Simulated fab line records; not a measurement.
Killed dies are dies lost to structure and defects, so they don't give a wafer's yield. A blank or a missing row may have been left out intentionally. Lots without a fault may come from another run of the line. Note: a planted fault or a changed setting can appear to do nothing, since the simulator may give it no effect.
fab line records + flow berkeley_cmos170
record
- lots=15
- wafers=45
- last_day=11
route steps=331 shown ACTIVE@73 PFIELD@88 PVT@119 GATE@141
lots with no fault: from the same line, run without faults
start_h: start of the lot's first displayed wafer, in hours after the record's first day + wait_h: time in hours since the lot's previous step + " the same as in the row above + L1.1+2: several wafers, shown together as one row + - no value, or no start was given + * or withheld: withheld + < > ~ a bound
route shown NAME@n: NAME is a module with steps in the file, n the number in the route of the first one + usual: average and standard deviation across the fault-free wafers + same: alike in all rows + chamber/n: place in a boat + sites: per-site readings + _std_site: their standard deviation + _edge_site: mean of outer sites minus mean of inner sites + radius_mm: for every site, how far away it sits from the centre of the wafer + mask NAME#n: copy n + behind: the tool/chamber that last shaped the wafer + hold: the reason the lot was held/the length of the hold in hours/how it ended + device: transistor that didn't switch, given as n, p or np + end of line: tests of these same wafers at the route's end + for a step that has no rows: nothing shown but its recipe + killed: the dies lost at the first sort to structure and to defects; this is not the yield of the wafer + map: dies across one wafer; x = killed, . = not, _ = none there
set.NAME: the setting as run; set.NAME@STEP: as run at that earlier step + model.NAME: the simulator's own value behind a step, which no gauge read
one table for each step of the route and one row for each wafer, over a sample of lots
services: when a tool's chamber went out of use (start_h, in hours from the record's first day, below 0 if earlier), for how many hours, and the reason
## steps
# step UCB170_ACTIVE_CD_MEAS_13
# recipe
- target_cd_nm=1200
# usual
- cd_nm=1200.4/1.3
| lot.wafer | tool      | chamber | start_h | wait_h | cd_nm  |
|-----------|-----------|---------|---------|--------|--------|
| L340.1    | cd_sem-01 | -       | 78.09   | -      | 1199.0 |
| L340.2    | "         | -       | "       | "      | 1198.9 |
| L340.6    | "         | -       | "       | "      | 1200.1 |
| L343.2    | cd_sem-01 | -       | 90.02   | -      | 1200.5 |
| L343.5    | "         | -       | "       | "      | 1200.2 |
| L343.6    | "         | -       | "       | "      | 1199.8 |
| L345.3    | cd_sem-02 | -       | 107.01  | -      | 1201.7 |
| L345.4    | "         | -       | "       | "      | 1199.9 |
| L345.6    | "         | -       | "       | "      | 1200.3 |
| L348.1    | cd_sem-01 | -       | 120.92  | -      | 1201.2 |
| L348.3    | "         | -       | "       | "      | 1200.7 |
| L348.4    | "         | -       | "       | "      | 1199.4 |
| L350.1    | cd_sem-02 | -       | 125.89  | -      | 1201.9 |
| L350.5    | "         | -       | "       | "      | 1201.7 |
| L350.6    | "         | -       | "       | "      | 1202.5 |
| L352.2    | cd_sem-01 | -       | 133.00  | -      | 1199.0 |
| L352.3    | "         | -       | "       | "      | 1201.5 |
| L352.5    | "         | -       | "       | "      | 1200.7 |
| L351.1    | cd_sem-01 | -       | 133.10  | -      | 1200.2 |
| L351.5    | "         | -       | "       | "      | 1200.3 |
| L351.6    | "         | -       | "       | "      | 1200.2 |
| L353.2    | cd_sem-01 | -       | 146.04  | -      | 1203.1 |
| L353.3    | "         | -       | "       | "      | 1201.2 |
| L353.6    | "         | -       | "       | "      | 1201.2 |
| L355.2    | cd_sem-01 | -       | 155.68  | -      | 1202.7 |
| L355.4    | "         | -       | "       | "      | 1202.1 |
| L355.6    | "         | -       | "       | "      | 1202.5 |
| L356.1    | cd_sem-01 | -       | 155.90  | -      | 1200.3 |
| L356.2    | "         | -       | "       | "      | 1199.1 |
| L356.6    | "         | -       | "       | "      | 1199.8 |
| L354.1    | cd_sem-01 | -       | 156.38  | -      | 1201.4 |
| L354.4    | "         | -       | "       | "      | 1202.4 |
| L354.6    | "         | -       | "       | "      | 1201.9 |
| L360.2    | cd_sem-01 | -       | 170.08  | -      | 1198.5 |
| L360.4    | "         | -       | "       | "      | 1199.3 |
| L360.6    | "         | -       | "       | "      | 1197.7 |
| L361.1    | cd_sem-01 | -       | 179.97  | -      | 1201.5 |
| L361.2    | "         | -       | "       | "      | 1201.7 |
| L361.4    | "         | -       | "       | "      | 1202.4 |
| L362.3    | cd_sem-01 | -       | 180.26  | -      | 1201.1 |
| L362.4    | "         | -       | "       | "      | 1201.5 |
| L362.6    | "         | -       | "       | "      | 1201.1 |
| L363.1    | cd_sem-02 | -       | 190.65  | -      | 1198.1 |
| L363.3    | "         | -       | "       | "      | 1199.5 |
| L363.4    | "         | -       | "       | "      | 1198.9 |
# step UCB170_PFIELD_TW_MEAS_09
# usual
- PFIELD_TW=603/5.9
| lot.wafer | tool          | chamber | start_h | wait_h | PFIELD_TW |
|-----------|---------------|---------|---------|--------|-----------|
| L340.1    | film_metro-01 | -       | 80.08   | 0.1    | 595       |
| L340.2    | "             | -       | "       | "      | 592       |
| L340.6    | "             | -       | "       | "      | 595       |
| L343.2    | film_metro-02 | -       | 95.43   | 0.1    | 603       |
| L343.5    | "             | -       | "       | "      | 601       |
| L343.6    | "             | -       | "       | "      | 605       |
| L345.3    | film_metro-04 | -       | 110.42  | 0.1    | 608       |
| L345.4    | "             | -       | "       | "      | 607       |
| L345.6    | "             | -       | "       | "      | 607       |
| L348.1    | film_metro-04 | -       | 123.34  | 0.1    | 606       |
| L348.3    | "             | -       | "       | "      | 600       |
| L348.4    | "             | -       | "       | "      | 599       |
| L350.1    | film_metro-01 | -       | 130.76  | 0.1    | 592       |
| L350.5    | "             | -       | "       | "      | 596       |
| L350.6    | "             | -       | "       | "      | 592       |
| L352.2    | film_metro-02 | -       | 135.87  | 0.1    | 605       |
| L352.3    | "             | -       | "       | "      | 605       |
| L352.5    | "             | -       | "       | "      | 604       |
| L351.1    | film_metro-02 | -       | 135.97  | 0.1    | 602       |
| L351.5    | "             | -       | "       | "      | 605       |
| L351.6    | "             | -       | "       | "      | 606       |
| L353.2    | film_metro-04 | -       | 148.53  | 0.1    | 610       |
| L353.3    | "             | -       | "       | "      | 611       |
| L353.6    | "             | -       | "       | "      | 611       |
| L355.2    | film_metro-02 | -       | 160.41  | 0.1    | 603       |
| L355.4    | "             | -       | "       | "      | 602       |
| L355.6    | "             | -       | "       | "      | 605       |
| L356.1    | film_metro-04 | -       | 160.70  | 0.1    | 614       |
| L356.2    | "             | -       | "       | "      | 612       |
| L356.6    | "             | -       | "       | "      | 614       |
| L354.1    | film_metro-02 | -       | 160.98  | 0.1    | 601       |
| L354.4    | "             | -       | "       | "      | 603       |
| L354.6    | "             | -       | "       | "      | 601       |
| L360.2    | film_metro-02 | -       | 172.37  | 0.1    | 602       |
| L360.4    | "             | -       | "       | "      | 603       |
| L360.6    | "             | -       | "       | "      | 604       |
| L361.1    | film_metro-04 | -       | 181.76  | 0.1    | 609       |
| L361.2    | "             | -       | "       | "      | 607       |
| L361.4    | "             | -       | "       | "      | 609       |
| L362.3    | film_metro-01 | -       | 182.14  | 0.1    | 590       |
| L362.4    | "             | -       | "       | "      | 590       |
| L362.6    | "             | -       | "       | "      | 593       |
| L363.1    | film_metro-04 | -       | 195.53  | 0.1    | 610       |
| L363.3    | "             | -       | "       | "      | 610       |
| L363.4    | "             | -       | "       | "      | 611       |
# step UCB170_PVT_PEB_04
# recipe
- peb_temp_c=130
- peb_time_s=withheld
- resist=KrF
# usual
- chill_plate_temp_C=23.03/0.1
- exhaust_pa=45.0/0.96
| lot.wafer | tool           | chamber | start_h | wait_h | chill_plate_temp_C | exhaust_pa |
|-----------|----------------|---------|---------|--------|--------------------|------------|
| L340.1    | litho_track-04 | 0       | 105.80  | 0.5    | 23.05              | 44.8       |
| L340.2    | "              | 0       | "       | "      | 22.93              | 44.2       |
| L340.6    | "              | 0       | "       | "      | 22.95              | 45.5       |
| L343.2    | litho_track-04 | 0       | 122.06  | 0.3    | 23.14              | 46.1       |
| L343.5    | "              | 0       | "       | "      | 23.14              | 46.4       |
| L343.6    | "              | 0       | "       | "      | 23.12              | 45.8       |
| L345.3    | litho_track-01 | 0       | 136.01  | 0.5    | 22.90              | 43.5       |
| L345.4    | "              | 0       | "       | "      | 23.01              | 43.9       |
| L345.6    | "              | 0       | "       | "      | 23.00              | 43.8       |
| L348.1    | litho_track-04 | -       | 153.36  | 0.3    | -                  | -          |
| L348.3    | "              | -       | "       | "      | -                  | -          |
| L348.4    | "              | -       | "       | "      | -                  | -          |
| L350.1    | litho_track-02 | -       | 159.81  | 1.0    | -                  | -          |
| L350.5    | "              | -       | "       | "      | -                  | -          |
| L350.6    | "              | -       | "       | "      | -                  | -          |
| L352.2    | litho_track-02 | 0       | 168.13  | 0.5    | 23.23              | 46.0       |
| L352.3    | "              | 0       | "       | "      | 22.98              | 44.2       |
| L352.5    | "              | 0       | "       | "      | 22.89              | 46.2       |
| L351.1    | litho_track-04 | -       | 168.52  | 0.8    | -                  | -          |
| L351.5    | "              | -       | "       | "      | -                  | -          |
| L351.6    | "              | -       | "       | "      | -                  | -          |
| L353.2    | litho_track-04 | 0       | 175.82  | 0.5    | 22.87              | 46.1       |
| L353.3    | "              | 0       | "       | "      | 23.00              | 45.5       |
| L353.6    | "              | 0       | "       | "      | 23.12              | 44.6       |
| L356.1    | litho_track-01 | 0       | 195.35  | 0.7    | 23.15              | 46.5       |
| L356.2    | "              | 0       | "       | "      | 23.03              | 46.8       |
| L356.6    | "              | 0       | "       | "      | 22.95              | 46.6       |
| L354.1    | litho_track-01 | 0       | 195.62  | 0.7    | 23.08              | 43.4       |
| L354.4    | "              | 0       | "       | "      | 23.08              | 45.4       |
| L354.6    | "              | 0       | "       | "      | 22.93              | 45.1       |
| L355.2    | litho_track-04 | 0       | 195.91  | 0.7    | 22.89              | 43.9       |
| L355.4    | "              | 0       | "       | "      | 23.03              | 45.0       |
| L355.6    | "              | 0       | "       | "      | 23.01              | 45.2       |
| L360.2    | litho_track-04 | 0       | 200.16  | 0.1    | 23.12              | 46.9       |
| L360.4    | "              | 0       | "       | "      | 22.96              | 45.3       |
| L360.6    | "              | 0       | "       | "      | 23.20              | 45.0       |
| L361.1    | litho_track-01 | 0       | 212.87  | 0.1    | 22.80              | 46.0       |
| L361.2    | "              | 0       | "       | "      | 23.02              | 45.8       |
| L361.4    | "              | 0       | "       | "      | 22.98              | 44.0       |
| L362.3    | litho_track-01 | 0       | 213.19  | 0.1    | 22.92              | 44.6       |
| L362.4    | "              | 0       | "       | "      | 23.17              | 45.5       |
| L362.6    | "              | 0       | "       | "      | 22.81              | 45.3       |
| L363.1    | litho_track-04 | 0       | 223.95  | 0.9    | 23.04              | 44.6       |
| L363.3    | "              | 0       | "       | "      | 23.20              | 44.9       |
| L363.4    | "              | 0       | "       | "      | 23.08              | 44.7       |
# step UCB170_GATE_ETCH_15
# recipe
- chemistry=HBr/Cl2
- target=poly-Si
- stop_on=SiO2
- over_etch_frac=0.3
- icp_w=300
- bias_w=150
- time_s=56.3
- pressure_mtorr=15
- HBr_flow_sccm=150
- Cl2_flow_sccm=50
- target_depth_a=2782
# usual
- drypump_motor_current_A=5.8/0.54
- mfc_cl2_sccm=49.99/0.14
- oes_product_au=0.830/0.017
- throttle_valve_pct=26.51/0.21
| lot.wafer | tool      | chamber | start_h | wait_h | drypump_motor_current_A | mfc_cl2_sccm | oes_product_au | rf_hours_counter_h | throttle_valve_pct |
|-----------|-----------|---------|---------|--------|-------------------------|--------------|----------------|--------------------|--------------------|
| L340.1    | rie_si-02 | 3       | 119.12  | -      | 5.9                     | 49.96        | 0.829          | 44                 | 26.60              |
| L340.2    | "         | 1       | "       | "      | 6.6                     | 49.94        | 0.808          | 35                 | 26.42              |
| L340.6    | "         | 1       | "       | "      | 6.6                     | 49.70        | 0.808          | -                  | 26.44              |
| L343.2    | rie_si-02 | 3       | 133.57  | -      | 6.0                     | 50.08        | 0.831          | 44                 | 26.58              |
| L343.5    | "         | 2       | "       | "      | 5.8                     | 49.82        | 0.843          | -                  | 26.88              |
| L343.6    | "         | 1       | "       | "      | 6.6                     | 50.15        | 0.810          | -                  | 26.43              |
| L345.3    | rie_si-01 | 3       | 147.53  | -      | 4.6                     | 50.15        | 0.819          | 123                | 26.49              |
| L345.4    | "         | 0       | "       | "      | 5.6                     | 49.89        | 0.849          | 47                 | 26.24              |
| L345.6    | "         | 0       | "       | "      | 5.6                     | 50.13        | 0.849          | -                  | 26.23              |
| L348.1    | rie_si-02 | 3       | 164.84  | -      | 6.0                     | 50.13        | 0.833          | 44                 | 26.60              |
| L348.3    | "         | 2       | "       | "      | 5.8                     | 50.02        | 0.848          | 20                 | 26.89              |
| L348.4    | "         | 1       | "       | "      | 6.6                     | 49.93        | 0.810          | 36                 | 26.44              |
| L350.1    | rie_si-01 | 1       | 171.80  | -      | 6.6                     | 50.29        | 0.816          | 122                | 26.13              |
| L350.5    | "         | 2       | "       | "      | 5.9                     | 50.26        | 0.784          | -                  | 26.58              |
| L350.6    | "         | 0       | "       | "      | 5.6                     | 49.93        | 0.852          | -                  | 26.24              |
| L352.2    | rie_si-02 | 1       | 183.90  | -      | 6.6                     | 49.99        | 0.811          | 36                 | 26.44              |
| L352.3    | "         | 2       | "       | "      | 5.8                     | 50.06        | 0.842          | 20                 | 26.89              |
| L352.5    | "         | 1       | "       | "      | 6.6                     | 49.79        | 0.818          | -                  | 26.42              |
| L351.1    | rie_si-01 | 0       | 184.14  | -      | 5.6                     | 49.92        | 0.852          | 47                 | 26.24              |
| L351.5    | "         | 2       | "       | "      | 5.9                     | 50.19        | 0.817          | -                  | 26.60              |
| L351.6    | "         | 3       | "       | "      | 4.6                     | 49.94        | 0.833          | -                  | 26.46              |
| L353.2    | rie_si-02 | 0       | 191.20  | -      | 5.6                     | 49.95        | 0.837          | 2                  | 26.49              |
| L353.3    | "         | 1       | "       | "      | 6.6                     | 50.03        | 0.820          | 36                 | 26.44              |
| L353.6    | "         | 2       | "       | "      | 5.8                     | 50.05        | 0.856          | -                  | 26.88              |
| L354.1    | rie_si-01 | 3       | 205.95  | -      | 4.6                     | 49.92        | 0.822          | 0                  | 26.44              |
| L354.4    | "         | 0       | "       | "      | 5.6                     | 50.21        | 0.852          | -                  | 26.24              |
| L354.6    | "         | 3       | "       | "      | 4.6                     | 49.81        | 0.834          | -                  | 26.46              |
| L355.2    | rie_si-02 | 1       | 206.01  | -      | 6.6                     | 49.96        | 0.811          | 36                 | 26.43              |
| L355.4    | "         | 3       | "       | "      | 6.0                     | 49.88        | 0.830          | 44                 | 26.60              |
| L355.6    | "         | 2       | "       | "      | 5.8                     | 49.87        | 0.843          | -                  | 26.86              |
| L356.1    | rie_si-02 | 0       | 206.41  | -      | 5.6                     | 49.72        | 0.827          | 2                  | 26.50              |
| L356.2    | "         | 2       | "       | "      | 5.8                     | 50.10        | 0.847          | 20                 | 26.89              |
| L356.6    | "         | 3       | "       | "      | 5.9                     | 49.88        | 0.826          | -                  | 26.62              |
| L360.2    | rie_si-01 | 2       | 209.30  | -      | 5.9                     | 49.95        | 0.808          | 35                 | 26.58              |
| L360.4    | "         | 0       | "       | "      | 5.6                     | 50.10        | 0.854          | -                  | 26.25              |
| L360.6    | "         | 3       | "       | "      | 4.6                     | 49.78        | 0.833          | -                  | 26.46              |
| L362.3    | rie_si-02 | 2       | 225.96  | -      | 5.8                     | 50.07        | 0.845          | 20                 | 26.87              |
| L362.4    | "         | 3       | "       | "      | 5.9                     | 50.23        | 0.832          | 44                 | 26.61              |
| L362.6    | "         | 2       | "       | "      | 5.8                     | 50.18        | 0.834          | -                  | 26.89              |
| L361.1    | rie_si-01 | 0       | 226.12  | -      | 5.6                     | 49.90        | 0.856          | 48                 | 26.24              |
| L361.2    | "         | 1       | "       | "      | 6.5                     | 49.97        | 0.814          | 0                  | 26.10              |
| L361.4    | "         | 2       | "       | "      | 5.9                     | 49.85        | 0.818          | 35                 | 26.61              |
| L363.1    | rie_si-02 | 2       | 232.16  | -      | 5.8                     | 50.18        | 0.848          | 20                 | 26.88              |
| L363.3    | "         | 1       | "       | "      | 6.6                     | 50.07        | 0.826          | 36                 | 26.43              |
| L363.4    | "         | 3       | "       | "      | 5.9                     | 50.19        | 0.843          | 44                 | 26.60              |
## services
| tool      | chamber | start_h | hours | kind           |
|-----------|---------|---------|-------|----------------|
| rie_si-01 | 3       | 161.58  | -     | clean          |
| rie_si-01 | 3       | 161.58  | 21.1  | scheduled_down |
| rie_si-01 | 3       | 161.58  | 21.1  | vent_cycle     |
| rie_si-01 | 1       | 182.72  | -     | clean          |
| rie_si-01 | 1       | 182.72  | 29.0  | scheduled_down |
| rie_si-01 | 1       | 182.72  | 29.0  | vent_cycle     |
| rie_si-02 | 0       | 198.32  | 2.4   | repair         |
| rie_si-02 | -       | 213.00  | 2.8   | pm             |
## key
first_sign
- step=UCB170_PVT_PEB_04
- reading=tool_record
- direction=missing
effect none on later readings
met_at UCB170_PVT_PEB_04
struck_lots L348,L350,L351
sort_left_out L348.1,L348.3,L348.4,L350.1,L350.5,L350.6,L351.1,L351.5,L351.6
tester_left_out L348,L350,L351
not_acting_at UCB170_ACTIVE_CD_MEAS_13,UCB170_PFIELD_TW_MEAS_09,UCB170_GATE_ETCH_15
onset_between 122.06 153.36
fault
- kind=skipped_step_whole
- tool=litho_track-02,litho_track-04
- chamber=-
- onset_h=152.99
- steps=UCB170_PVT_PEB_04
- scope=struck_lots_only
# tester_left_out: of these lots the tester's yield and bins aren't shown, on N5 and GAA mostly nor the transistor test; their killed dies are dies lost to structure and defects alone, not to doping, threshold or leakage, so they don't give the yield
# sort_left_out: the simulated sort isn't trusted on such a fault, so these wafers' sort isn't shown, and their yield isn't known
